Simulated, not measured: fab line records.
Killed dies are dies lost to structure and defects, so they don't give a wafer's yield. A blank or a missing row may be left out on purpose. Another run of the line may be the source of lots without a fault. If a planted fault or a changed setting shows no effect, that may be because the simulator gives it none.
Which tool is to blame?	flow berkeleyCmos170	Sampling: 12 lots, 36 wafers, 4 of 331 route steps

WHAT THE GAUGES READ, wafer by wafer
UCB170_PVT_TW_MEAS_09. Usual: PVT_TW 506, standard deviation 3.9.
lot	measured	on	PVT_TW	flag
L140	day 6 04:25	filmMetro-02	502 503 504	
L141	day 6 04:34	filmMetro-03	505 503 503	
L142	day 6 05:08	filmMetro-02	506 506 504	
L143	day 6 05:45	filmMetro-01	510 514 511	
L144	day 6 05:55	filmMetro-03	505 504 506	
L145	day 6 18:18	filmMetro-02	508 501 506	
L146	day 6 23:16	filmMetro-01	509 513 513	
L153	day 8 05:22	filmMetro-01	505 507 509	
L152	day 8 06:40	filmMetro-02	504 502 504	
L155	day 8 14:04	filmMetro-02	501 504 504	
L157	day 9 10:26	filmMetro-02	502 506 504	
L159	day 9 10:44	filmMetro-02	504 503 504	

UCB170_NSD_CD_MEAS_06: target cd 1200 nm. Usual: cdNm at 1199.6 nm, with a standard deviation of 1.1.
lot	measured	on	cdNm (nm)	flag
L140	day 7 02:53	cdSem-01	1199.5 1200.8 1198.6	
L141	day 7 03:08	cdSem-02	1199.5 1198.9 1198.7	
L142	day 7 03:28	cdSem-02	1200.3 1199.9 1200.9	
L143	day 7 03:15	cdSem-01	1200.8 1200.1 1200.5	
L144	day 7 02:59	cdSem-02	1199.8 1200.0 1199.3	
L145	day 7 15:40	cdSem-02	1198.5 1198.2 1197.0	
L146	day 7 22:53	cdSem-02	1199.6 1197.4 1198.7	
L153	day 9 05:29	cdSem-01	1246.6 1246.5 1245.5	OFF
L152	day 9 09:20	cdSem-02	1237.1 1236.9 1235.1	OFF
L155	day 9 18:18	cdSem-01	1202.6 1202.2 1201.3	
L157	day 10 12:08	cdSem-02	1200.4 1200.8 1198.5	
L159	day 10 11:53	cdSem-02	1198.4 1199.6 1199.6	

EACH LOT AND THE TOOL THAT RAN IT (in order: tool; ch and the chambers of the sampled wafers; start)
lot	UCB170_NLDD_STRIP_10	UCB170_NSD_EXPOSE_03
L140	plasmaAsher-04 ch 0,1, day 6 20:35	krfScanner-02 ch 0, day 7 02:03
L141	plasmaAsher-04 ch 0,1, day 6 19:50	krfScanner-01 ch 0, day 7 02:43
L142	plasmaAsher-03 ch 0,1, day 6 20:40	krfScanner-02 ch 0, day 7 03:05
L143	plasmaAsher-01 ch 0,1, day 6 20:56	krfScanner-01 ch 0, day 7 02:52
L144	plasmaAsher-03 ch 0,1, day 6 20:07	krfScanner-01 ch 0, day 7 02:36
L145	plasmaAsher-01 ch 0,1, day 7 08:55	krfScanner-02 ch 0, day 7 15:16
L146	plasmaAsher-04 ch 0,1, day 7 16:39	krfScanner-02 ch 0, day 7 22:29
L153	plasmaAsher-03 ch 0,1, day 8 21:32	krfScanner-02 ch 0, day 9 05:04
L152	plasmaAsher-01 ch 0, day 9 00:48	krfScanner-02 ch 0, day 9 08:37
L155	plasmaAsher-03 ch 0,1, day 9 10:32	krfScanner-01 ch 0, day 9 17:42
L157	plasmaAsher-04 ch 0,1, day 10 03:55	krfScanner-01 ch 0, day 10 11:45
L159	plasmaAsher-01 ch 0,1, day 10 03:39	krfScanner-01 ch 0, day 10 11:17
- UCB170_NLDD_STRIP_10: strips in O2.
- UCB170_NSD_EXPOSE_03: exposes mask NSELECT MOD, target cd 1200 nm.

WHAT THE TOOLS THEMSELVES READ (means of the sampled wafers that have a number; where no wafer has one, the mark that the record gives instead)
UCB170_NLDD_STRIP_10. Usual: drypumpMotorCurrentA 6.0 A, standard deviation 0.32; oesProductAu 0.735 a.u., standard deviation 0.0044; stripTimeToEndpointS 21.63 s, standard deviation 0.065.
lot	tool	drypumpMotorCurrentA (A)	oesProductAu (a.u.)	stripTimeToEndpointS (s)	flag
L140	plasmaAsher-04	6.1	0.728	21.68	
L141	plasmaAsher-04	6.1	0.735	21.66	
L142	plasmaAsher-03	5.5	0.735	21.62	
L143	plasmaAsher-01	6.2	0.733	21.56	
L144	plasmaAsher-03	5.5	0.738	21.63	
L145	plasmaAsher-01	6.0	0.733	21.60	
L146	plasmaAsher-04	6.1	0.734	21.61	
L153	plasmaAsher-03	5.5	0.735	21.62	
L152	plasmaAsher-01	6.3	0.738	21.63	
L155	plasmaAsher-03	5.5	0.733	21.58	
L157	plasmaAsher-04	6.1	0.739	21.58	
L159	plasmaAsher-01	6.0	0.734	21.59	

UCB170_NSD_EXPOSE_03. Usual: exposureDoseMJCm2 at 30.01, with a standard deviation of 0.085.
lot	tool	exposureDoseMJCm2	flag
L140	krfScanner-02	30.02	
L141	krfScanner-01	29.99	
L142	krfScanner-02	30.02	
L143	krfScanner-01	29.98	
L144	krfScanner-01	29.97	
L145	krfScanner-02	29.96	
L146	krfScanner-02	29.98	
L153	krfScanner-02	38.78	OFF
L152	krfScanner-02	37.04	OFF
L155	krfScanner-01	29.94	
L157	krfScanner-01	30.27	OFF
L159	krfScanner-01	30.28	OFF

THE ANSWER, worked out from the rows above alone
Rule: lot off if the mean of its wafers having a number is beyond 3 standard deviations from the usual mean. A lot without any number at a reading at which 4 lots or more have one is off too. Where the step has rows for the other lots, those lots are counted as sound. First the gauges in route order, then the tools' own readings, where a lot's mean is used as printed above. The first step at which some lot is off is used, and at that step the reading that is off furthest; a lot without a number counts as furthest.
Off, at UCB170_NSD_CD_MEAS_06 on cdNm: L153, L152.
If a tool, at a process step before that reading, ran all the lots that are off and no sound lot after the first of them, it fits. The gauges at UCB170_NSD_CD_MEAS_06 aren't tried: what is off there is off at UCB170_NSD_EXPOSE_03 too, on other tools, and a gauge's error can't cause that. One fits: krfScanner-02 at UCB170_NSD_EXPOSE_03. Its last sound lot is L146 (day 7 22:29), its first lot that is off L153 (day 9 05:04): a fault that began between those two fits.
The tool's own readings at UCB170_NSD_EXPOSE_03 bear it out: on the lots that are off they differ by more than 5 times the standard deviation of the sound lots' means. exposureDoseMJCm2 reads 37.91 there against 30.04 on the sound lots.

WHAT THE SIMULATOR HAD PUT IN
Process parameters drifting: krfScanner-02 at UCB170_NSD_EXPOSE_03, beginning at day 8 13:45. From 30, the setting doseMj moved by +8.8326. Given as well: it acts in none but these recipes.
Shown lots that were struck: L153, L152. This agrees with what the rule above found.
